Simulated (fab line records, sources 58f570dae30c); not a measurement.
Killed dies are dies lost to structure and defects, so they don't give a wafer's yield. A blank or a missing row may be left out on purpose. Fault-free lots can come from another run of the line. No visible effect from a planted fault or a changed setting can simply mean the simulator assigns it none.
fab line records	flow berkeley_cmos170
record lots=5	wafers=15	last_day=13
route steps=331 shown CONTACT@217
lots with no fault: from the same line, run without faults
start_h: start of the lot's first displayed wafer, in hours after the record's first day	wait_h: hours from the lot's prior step to this one	" repeats the value in the row above	L1.1+2: one row covering several wafers at once	- no value, or no start was given	* or withheld: withheld	< > ~ a bound
route shown NAME@n: a module of which the file shows steps, and the number in the route of the first	usual: mean/standard deviation of fault-free wafers	same: alike in all rows	chamber/n: place in a boat	sites: per-site readings	_std_site: the standard deviation of these	_edge_site: inner sites' mean taken away from outer sites' mean	radius_mm: for every site, how far away it sits from the centre of the wafer	mask NAME#n: copy n	behind: tool/chamber where the wafer was last shaped	hold: what put the lot on hold/how long, in hours/how the hold closed	device: the transistor (n, p or np) that didn't switch	end of line: the tests these same wafers got at the end of their route	where a step has no rows: the recipe by itself	killed: count of dies lost to structure and defects at first sort (not the wafer's yield)	map: a wafer's dies, marking killed ones x, the rest . and places with no die _
set.NAME: the setting the step ran with; set.NAME@STEP: the setting that earlier step ran with	model.NAME: the simulator's own value behind a step, which no gauge read
lots seen at some steps along the route; tables by step, rows by wafer
services: when a tool's chamber went out of use (start_h, in hours from the record's first day, below 0 if earlier), for how many hours, and the reason
## steps
# step UCB170_CONTACT_CVD_01
# recipe material=PSG	target_thk_nm=700	temp_c=450	precursor=SiH4/O2/PH3	time_s=2820	pressure_mtorr=300	sih4_flow_sccm=60	o2_flow_sccm=90	ph3_flow_sccm=25
lot.wafer	tool	chamber	start_h	wait_h
L076.1+4+6	lpcvd-02	0	199.29	0.0
L081.1+2+5	lpcvd-01	0	221.13	0.0
L080.2+3+6	lpcvd-02	1	226.52	3.1
L086.2+4+5	lpcvd-02	1	238.65	0.0
L092.1+2+5	lpcvd-02	0	251.85	0.0
# step UCB170_CONTACT_THK_MEAS_02
# recipe reads=PSG_of_CONTACT_CVD_01
# usual CONTACT_PSG_THK=698/6.8
lot.wafer	tool	chamber	start_h	wait_h	CONTACT_PSG_THK[nm]
L076.1	film_metro-02	-	201.07	0.0	704
L076.4	"	-	"	"	708
L076.6	"	-	"	"	709
L081.1	film_metro-03	-	222.91	0.0	706
L081.2	"	-	"	"	704
L081.5	"	-	"	"	706
L080.2	film_metro-03	-	228.32	0.0	697
L080.3	"	-	"	"	695
L080.6	"	-	"	"	691
L086.2	film_metro-04	-	240.44	0.0	688
L086.4	"	-	"	"	692
L086.5	"	-	"	"	692
L092.1	film_metro-03	-	253.69	0.1	689
L092.2	"	-	"	"	689
L092.5	"	-	"	"	689
# step UCB170_CONTACT_HMDS_03
# recipe prime_time_s=60	prime_temp_c=100
# usual resist_line_temp_C=23.00/0.097
lot.wafer	tool	chamber	start_h	wait_h	resist_line_temp_C
L076.1	litho_track-04	0	202.28	1.2	23.09
L076.4	"	0	"	"	22.91
L076.6	"	0	"	"	23.16
L081.1	litho_track-02	0	223.66	0.7	23.08
L081.2	"	0	"	"	23.03
L081.5	"	0	"	"	22.97
L080.2	litho_track-04	0	228.39	0.1	22.89
L080.3	"	0	"	"	22.93
L080.6	"	0	"	"	22.86
L086.2	litho_track-04	0	240.72	0.3	23.03
L086.4	"	0	"	"	23.02
L086.5	"	0	"	"	22.99
L092.1	litho_track-04	0	254.32	0.6	23.11
L092.2	"	0	"	"	23.10
L092.5	"	0	"	"	23.03
# step UCB170_CONTACT_COAT_04
# recipe resist=KrF	spin_rpm=1513	resist_thk_nm=900
# usual resist_line_temp_C=23.00/0.1
lot.wafer	tool	chamber	start_h	wait_h	resist_line_temp_C
L076.1	litho_track-04	0	202.43	0.1	22.97
L076.4	"	0	"	"	23.00
L076.6	"	0	"	"	22.99
L081.1	litho_track-02	0	223.81	0.1	23.05
L081.2	"	0	"	"	22.93
L081.5	"	0	"	"	22.93
L080.2	litho_track-04	0	228.54	0.1	23.14
L080.3	"	0	"	"	23.01
L080.6	"	0	"	"	22.99
L086.2	litho_track-04	0	240.87	0.1	23.13
L086.4	"	0	"	"	23.01
L086.5	"	0	"	"	23.11
L092.1	litho_track-04	0	254.47	0.1	22.97
L092.2	"	0	"	"	22.97
L092.5	"	0	"	"	23.01
# step UCB170_CONTACT_SOFTBAKE_05
# recipe resist=KrF	temp_c=130	time_s=60
# usual resist_line_temp_C=23.00/0.11
lot.wafer	tool	chamber	start_h	wait_h	resist_line_temp_C
L076.1	litho_track-04	0	202.58	0.1	23.08
L076.4	"	0	"	"	23.12
L076.6	"	0	"	"	22.94
L081.1	litho_track-02	0	223.96	0.1	23.11
L081.2	"	0	"	"	23.02
L081.5	"	0	"	"	23.17
L080.2	litho_track-04	0	228.69	0.1	22.96
L080.3	"	0	"	"	23.04
L080.6	"	0	"	"	23.07
L086.2	litho_track-04	0	241.02	0.1	23.01
L086.4	"	0	"	"	22.99
L086.5	"	0	"	"	22.97
L092.1	litho_track-04	0	254.62	0.1	23.06
L092.2	"	0	"	"	23.08
L092.5	"	0	"	"	22.99
# step UCB170_CONTACT_STRIP_06
# recipe chemistry=O2	power_w=400	pressure_mtorr=3500	platen_temp_c=withheld	o2_flow_sccm=400	overash_fraction=0.5
# usual drypump_motor_current_A=5.8/0.34	oes_product_au=0.734/0.0043	strip_time_to_endpoint_s=21.91/0.064
lot.wafer	tool	chamber	start_h	wait_h	drypump_motor_current_A	oes_product_au	rf_hours_counter_h	strip_time_to_endpoint_s
L076.1	plasma_asher-02	0	202.73	0.1	5.9	0.727	11	21.98
L076.4	"	1	"	"	6.1	0.738	-	21.90
L076.6	"	1	"	"	6.1	0.737	-	21.92
L081.1	plasma_asher-03	0	224.11	0.1	6.3	0.736	50	21.85
L081.2	"	1	"	"	5.6	0.736	50	21.90
L081.5	"	0	"	"	6.3	0.730	-	21.90
L080.2	plasma_asher-04	1	228.82	0.1	5.5	0.729	38	21.95
L080.3	"	1	"	"	5.5	0.741	-	21.91
L080.6	"	1	"	"	5.5	0.741	-	21.93
L086.2	plasma_asher-03	0	241.14	0.1	6.3	0.738	52	21.90
L086.4	"	1	"	"	5.6	0.727	-	21.92
L086.5	"	1	"	"	5.6	0.738	-	21.94
L092.1	plasma_asher-02	0	254.77	0.1	5.9	0.738	19	21.96
L092.2	"	1	"	"	6.1	0.731	19	21.89
L092.5	"	0	"	"	5.9	0.745	-	21.90
# step UCB170_CONTACT_CLEAN_07
# recipe chemistry=SPM	temp_c=120	time_s=600
# usual bath_guard_temp_C=120.1/0.41
lot.wafer	tool	chamber	start_h	wait_h	bath_guard_temp_C
L076.1	wet_bench-03	1	202.83	0.1	120.2
L076.4	"	1	"	"	120.6
L076.6	"	1	"	"	120.2
L081.1	wet_bench-03	1	224.21	0.1	120.1
L081.2	"	1	"	"	120.1
L081.5	"	1	"	"	120.5
L080.2	wet_bench-03	1	228.92	0.1	120.3
L080.3	"	1	"	"	119.7
L080.6	"	1	"	"	120.0
L086.2	wet_bench-02	1	241.35	0.2	119.5
L086.4	"	1	"	"	119.8
L086.5	"	1	"	"	120.3
L092.1	wet_bench-02	2	256.20	1.4	119.8
L092.2	"	2	"	"	119.8
L092.5	"	2	"	"	119.8
# step UCB170_CONTACT_RTA_08
# recipe temp_c=900	time_s=10	ambient=N2
# usual anneal_temp_c_max=903.6/0.81	chamber_o2_ppm=2.000/0.02	lamp_power_pct=24.3/1.5	wafer_temp_C_max=904.1/0.96
lot.wafer	tool	chamber	start_h	wait_h	anneal_temp_c_max	chamber_o2_ppm	lamp_power_pct	wafer_temp_C_max
L076.1	rtp_anneal-01	0	203.00	0.0	902.7	1.989	23.0	903.8
L076.4	"	0	"	"	902.8	2.017	23.1	903.0
L076.6	"	0	"	"	902.6	2.018	23.1	904.3
L081.1	rtp_anneal-01	0	224.39	0.0	904.4	1.964	23.1	902.7
L081.2	"	0	"	"	902.9	1.984	23.1	903.5
L081.5	"	0	"	"	902.9	1.988	23.1	902.7
L080.2	rtp_anneal-02	0	229.11	0.0	904.1	2.005	26.1	904.7
L080.3	"	0	"	"	905.4	2.021	26.1	904.0
L080.6	"	0	"	"	904.2	2.011	26.1	903.8
L086.2	rtp_anneal-01	0	241.53	0.0	902.5	1.996	23.1	903.7
L086.4	"	0	"	"	903.6	1.998	23.1	902.6
L086.5	"	0	"	"	904.1	2.012	23.1	904.8
L092.1	rtp_anneal-01	0	256.45	0.1	903.2	2.008	23.1	904.1
L092.2	"	0	"	"	902.5	1.990	23.1	903.8
L092.5	"	0	"	"	903.2	1.994	23.1	903.4
# step UCB170_CONTACT_COAT_09
# recipe resist=BARC	temp_c=withheld	time_s=withheld	spin_rpm=3000	resist_thk_nm=withheld
# usual resist_line_temp_C=*
lot.wafer	tool	chamber	start_h	wait_h	resist_line_temp_C
L076.1	litho_track-03	0	203.90	0.9	*
L076.4	"	0	"	"	*
L076.6	"	0	"	"	*
L081.1	litho_track-02	0	225.29	0.9	*
L081.2	"	0	"	"	*
L081.5	"	0	"	"	*
L080.2	litho_track-04	0	229.61	0.5	*
L080.3	"	0	"	"	*
L080.6	"	0	"	"	*
L086.2	litho_track-03	0	242.22	0.7	*
L086.4	"	0	"	"	*
L086.5	"	0	"	"	*
L092.1	litho_track-02	0	256.90	0.4	*
L092.2	"	0	"	"	*
L092.5	"	0	"	"	*
# step UCB170_CONTACT_COAT_10
# recipe resist=KrF	spin_rpm=1500	resist_thk_nm=900
# usual resist_line_temp_C=23.00/0.11
lot.wafer	tool	chamber	start_h	wait_h	resist_line_temp_C
L076.1	litho_track-03	0	-	-	23.07
L076.4	"	0	"	"	23.18
L076.6	"	0	"	"	23.22
L081.1	litho_track-02	0	-	-	22.96
L081.2	"	0	"	"	22.94
L081.5	"	0	"	"	22.92
L080.2	litho_track-04	0	-	-	22.89
L080.3	"	0	"	"	22.88
L080.6	"	0	"	"	22.90
L086.2	litho_track-03	0	-	-	23.03
L086.4	"	0	"	"	22.99
L086.5	"	0	"	"	22.95
L092.1	litho_track-02	0	-	-	23.25
L092.2	"	0	"	"	23.22
L092.5	"	0	"	"	23.17
# step UCB170_CONTACT_SOFTBAKE_11
# recipe resist=KrF	temp_c=130	time_s=60
# usual resist_line_temp_C=23.01/0.11
lot.wafer	tool	chamber	start_h	wait_h	resist_line_temp_C
L076.1	litho_track-03	0	-	-	22.88
L076.4	"	0	"	"	22.96
L076.6	"	0	"	"	22.93
L081.1	litho_track-02	0	-	-	22.96
L081.2	"	0	"	"	23.06
L081.5	"	0	"	"	22.96
L080.2	litho_track-04	0	-	-	23.13
L080.3	"	0	"	"	23.01
L080.6	"	0	"	"	23.22
L086.2	litho_track-03	0	-	-	22.95
L086.4	"	0	"	"	22.94
L086.5	"	0	"	"	22.88
L092.1	litho_track-02	0	-	-	22.95
L092.2	"	0	"	"	23.12
L092.5	"	0	"	"	22.92
# step UCB170_CONTACT_EXPOSE_12
# recipe mask_id=CONT	target_cd_nm=700	na=0.5	sigma_outer=0.6	source_shape=conventional	dose_mj=35
lot.wafer	tool	chamber	start_h	wait_h	mask
L076.1+4+6	krf_scanner-02	0	204.47	-	CONT#0
L081.1+2+5	krf_scanner-02	0	225.74	-	CONT#0
L080.2+3+6	krf_scanner-02	0	230.07	-	CONT#0
L086.2+4+5	krf_scanner-02	0	242.76	-	CONT#0
L092.1+2+5	krf_scanner-02	0	257.35	-	CONT#0
# step UCB170_CONTACT_PEB_13
# recipe peb_temp_c=130	peb_time_s=withheld	resist=KrF
# usual plate_sensor_t_centre_C=131.41/0.0093	plate_sensor_t_edge_C=131.53/0.0099	resist_line_temp_C=23.03/0.099
lot.wafer	tool	chamber	start_h	wait_h	plate_sensor_t_centre_C	plate_sensor_t_edge_C	resist_line_temp_C
L076.1	litho_track-02	0	205.53	1.0	131.42	131.55	23.17
L076.4	"	0	"	"	131.42	131.53	22.84
L076.6	"	0	"	"	131.39	131.51	23.08
L081.1	litho_track-03	0	226.09	0.3	131.4	131.54	23.00
L081.2	"	0	"	"	131.42	131.53	22.97
L081.5	"	0	"	"	131.41	131.53	23.07
L080.2	litho_track-04	0	230.78	0.7	131.41	131.54	23.17
L080.3	"	0	"	"	131.42	131.52	23.17
L080.6	"	0	"	"	131.41	131.54	23.07
L086.2	litho_track-03	0	243.67	0.9	131.41	131.55	23.12
L086.4	"	0	"	"	131.42	131.53	23.14
L086.5	"	0	"	"	131.39	131.54	23.10
L092.1	litho_track-02	0	258.35	1.0	131.41	131.52	23.00
L092.2	"	0	"	"	131.41	131.53	23.21
L092.5	"	0	"	"	131.41	131.53	23.00
# step UCB170_CONTACT_DEVELOP_14
# recipe developer=TMAH	develop_time_s=45	resist=KrF	dev_temp_c=21
# usual resist_line_temp_C=23.02/0.1
lot.wafer	tool	chamber	start_h	wait_h	resist_line_temp_C
L076.1	litho_track-02	0	-	-	22.98
L076.4	"	0	"	"	23.06
L076.6	"	0	"	"	23.03
L081.1	litho_track-03	0	-	-	23.11
L081.2	"	0	"	"	22.92
L081.5	"	0	"	"	23.08
L080.2	litho_track-04	0	-	-	23.02
L080.3	"	0	"	"	23.12
L080.6	"	0	"	"	22.86
L086.2	litho_track-03	0	-	-	23.07
L086.4	"	0	"	"	23.02
L086.5	"	0	"	"	23.25
L092.1	litho_track-02	0	-	-	22.73
L092.2	"	0	"	"	22.91
L092.5	"	0	"	"	22.98
# step UCB170_CONTACT_CD_MEAS_15
# recipe target_cd_nm=700
# usual cd_nm=700.0/1.5
lot.wafer	tool	chamber	start_h	wait_h	cd_nm
L076.1	cd_sem-01	-	205.80	-	699.5
L076.4	"	-	"	"	700.9
L076.6	"	-	"	"	698.2
L081.1	cd_sem-02	-	226.37	-	700.8
L081.2	"	-	"	"	700.5
L081.5	"	-	"	"	702.0
L080.2	cd_sem-02	-	231.05	-	700.7
L080.3	"	-	"	"	699.5
L080.6	"	-	"	"	700.4
L086.2	cd_sem-02	-	243.94	-	698.4
L086.4	"	-	"	"	698.4
L086.5	"	-	"	"	699.7
L092.1	cd_sem-02	-	258.62	-	700.5
L092.2	"	-	"	"	700.1
L092.5	"	-	"	"	699.5
# step UCB170_CONTACT_OVL_MEAS_16
# usual CONTACT_OVL=1/5.2
lot.wafer	tool	chamber	start_h	wait_h	CONTACT_OVL[nm]
L076.1	overlay-02	-	205.92	0.1	2
L076.4	"	-	"	"	4
L076.6	"	-	"	"	2
L081.1	overlay-02	-	226.49	0.1	3
L081.2	"	-	"	"	-3
L081.5	"	-	"	"	2
L080.2	overlay-02	-	231.16	0.1	1
L080.3	"	-	"	"	-7
L080.6	"	-	"	"	-2
L086.2	overlay-01	-	244.05	0.1	1
L086.4	"	-	"	"	-3
L086.5	"	-	"	"	-1
L092.1	overlay-01	-	258.74	0.1	-2
L092.2	"	-	"	"	2
L092.5	"	-	"	"	1
# step UCB170_CONTACT_ETCH_17
# recipe chemistry=N2/H2	target_depth_a=withheld	overetch_a=withheld	target=BARC	time_s=withheld	source_w=500	bias_w=100	pressure_mtorr=30	n2_flow_sccm=100	h2_flow_sccm=200
# usual drypump_motor_current_A=5.8/0.39	n2_flow_sccm=100.0/0.31	oes_product_au=0.996/0.02	throttle_valve_pct=13.31/0.16
lot.wafer	tool	chamber	start_h	wait_h	drypump_motor_current_A	n2_flow_sccm	oes_product_au	throttle_valve_pct
L076.1	rie_diel-02	1	205.96	0.0	6.0	100.3	0.969	13.26
L076.4	"	3	"	"	5.7	99.9	1.012	13.09
L076.6	"	0	"	"	4.8	100.1	1.036	13.00
L081.1	rie_diel-04	3	226.52	0.0	5.9	100.0	0.992	13.34
L081.2	"	2	"	"	5.8	99.8	0.999	13.14
L081.5	"	2	"	"	5.8	99.9	1.002	13.13
L080.2	rie_diel-01	0	231.19	0.0	5.5	100.1	0.978	13.34
L080.3	"	2	"	"	6.1	99.4	0.996	13.37
L080.6	"	1	"	"	5.7	99.5	1.016	13.62
L086.2	rie_diel-04	1	244.08	0.0	5.7	99.9	0.974	13.28
L086.4	"	2	"	"	5.8	100.2	1.016	13.13
L086.5	"	3	"	"	5.9	100.0	1.013	13.31
L092.1	rie_diel-02	2	258.78	0.0	5.5	100.4	0.978	13.45
L092.2	"	3	"	"	5.7	99.7	1.014	13.08
L092.5	"	3	"	"	5.7	100.2	1.012	13.08
# step UCB170_CONTACT_ETCH_18
# recipe chemistry=CHF3/CF4/Ar	target=PSG	stop_on=TiSi2	CHF3_flow_sccm=45	cf4_flow_sccm=15	Ar_flow_sccm=150	pressure_mtorr=200	rf_w=700	target_depth_a=8400	over_etch_frac=0.2	time_s=195
# usual drypump_motor_current_A=5.7/0.39	oes_product_au=0.890/0.018	throttle_valve_pct=6.93/0.11
lot.wafer	tool	chamber	start_h	wait_h	drypump_motor_current_A	oes_product_au	rf_hours_counter_h	throttle_valve_pct
L076.1	rie_diel-02	1	-	-	6.0	0.870	70	6.98
L076.4	"	3	"	"	5.7	0.918	4	6.75
L076.6	"	0	"	"	4.8	0.926	-	6.72
L081.1	rie_diel-04	3	-	-	5.9	0.892	19	6.95
L081.2	"	2	"	"	5.8	0.890	134	6.84
L081.5	"	2	"	"	5.8	0.901	-	6.86
L080.2	rie_diel-01	0	-	-	5.5	0.878	15	6.93
L080.3	"	2	"	"	6.0	0.890	58	6.95
L080.6	"	1	"	"	5.7	0.898	-	7.13
L086.2	rie_diel-04	1	-	-	5.6	0.868	113	6.91
L086.4	"	2	"	"	5.7	0.888	135	6.84
L086.5	"	3	"	"	5.9	0.876	-	6.97
L092.1	rie_diel-02	2	-	-	5.5	0.863	20	7.08
L092.2	"	3	"	"	5.7	0.904	6	6.76
L092.5	"	3	"	"	5.7	0.911	-	6.77
# step UCB170_CONTACT_STRIP_19
# recipe chemistry=O2	power_w=400	pressure_mtorr=3500	platen_temp_c=withheld	o2_flow_sccm=400	overash_fraction=0.5
# usual drypump_motor_current_A=5.8/0.31	oes_product_au=0.725/0.0046
lot.wafer	tool	chamber	start_h	wait_h	drypump_motor_current_A	oes_product_au	rf_hours_counter_h
L076.1	plasma_asher-03	1	206.13	-	5.6	0.717	47
L076.4	"	1	"	"	5.6	0.725	-
L076.6	"	0	"	"	6.2	0.728	-
L081.1	plasma_asher-02	0	226.69	-	5.9	0.725	15
L081.2	"	1	"	"	6.1	0.730	15
L081.5	"	1	"	"	6.1	0.726	-
L080.2	plasma_asher-02	1	231.36	-	6.1	0.724	15
L080.3	"	0	"	"	5.9	0.729	-
L080.6	"	0	"	"	5.9	0.724	-
L086.2	plasma_asher-03	0	244.25	-	6.3	0.718	53
L086.4	"	1	"	"	5.6	0.724	-
L086.5	"	0	"	"	6.3	0.732	-
L092.1	plasma_asher-02	0	258.94	-	5.9	0.720	20
L092.2	"	1	"	"	6.1	0.732	20
L092.5	"	0	"	"	5.9	0.728	-
# step UCB170_CONTACT_CD_MEAS_90
# recipe target_cd_nm=700
# usual cd_nm=700.1/1.5
lot.wafer	tool	chamber	start_h	wait_h	cd_nm
L076.1	cd_sem-02	-	206.23	0.1	699.0
L076.4	"	-	"	"	700.2
L076.6	"	-	"	"	697.1
L081.1	cd_sem-02	-	226.79	0.1	701.2
L081.2	"	-	"	"	701.6
L081.5	"	-	"	"	702.8
L080.2	cd_sem-01	-	231.48	0.1	699.8
L080.3	"	-	"	"	699.7
L080.6	"	-	"	"	700.0
L086.2	cd_sem-01	-	244.37	0.1	698.6
L086.4	"	-	"	"	698.5
L086.5	"	-	"	"	699.8
L092.1	cd_sem-01	-	259.04	0.1	700.8
L092.2	"	-	"	"	700.5
L092.5	"	-	"	"	699.1
## services
tool	chamber	start_h	hours	kind
plasma_asher-04	-	179.30	36.0	repair
krf_scanner-02	-	179.79	0.8	pm
plasma_asher-03	-	185.98	2.8	pm
rie_diel-02	1	191.31	4.4	repair
krf_scanner-02	-	191.57	1.0	pm
krf_scanner-02	-	194.76	1.1	repair
rie_diel-01	-	200.00	4.0	pm
krf_scanner-02	0	210.23	-	calibration
rie_diel-04	0	221.25	2.5	repair
rtp_anneal-02	-	237.98	5.1	pm
plasma_asher-03	-	247.52	28.1	pm
rie_diel-04	1	249.96	4.0	repair
rie_diel-01	-	253.30	0.6	repair
rie_diel-04	2	255.85	-	clean
rie_diel-04	2	255.85	15.9	scheduled_down
rie_diel-04	2	255.85	15.9	vent_cycle
## key
fault none
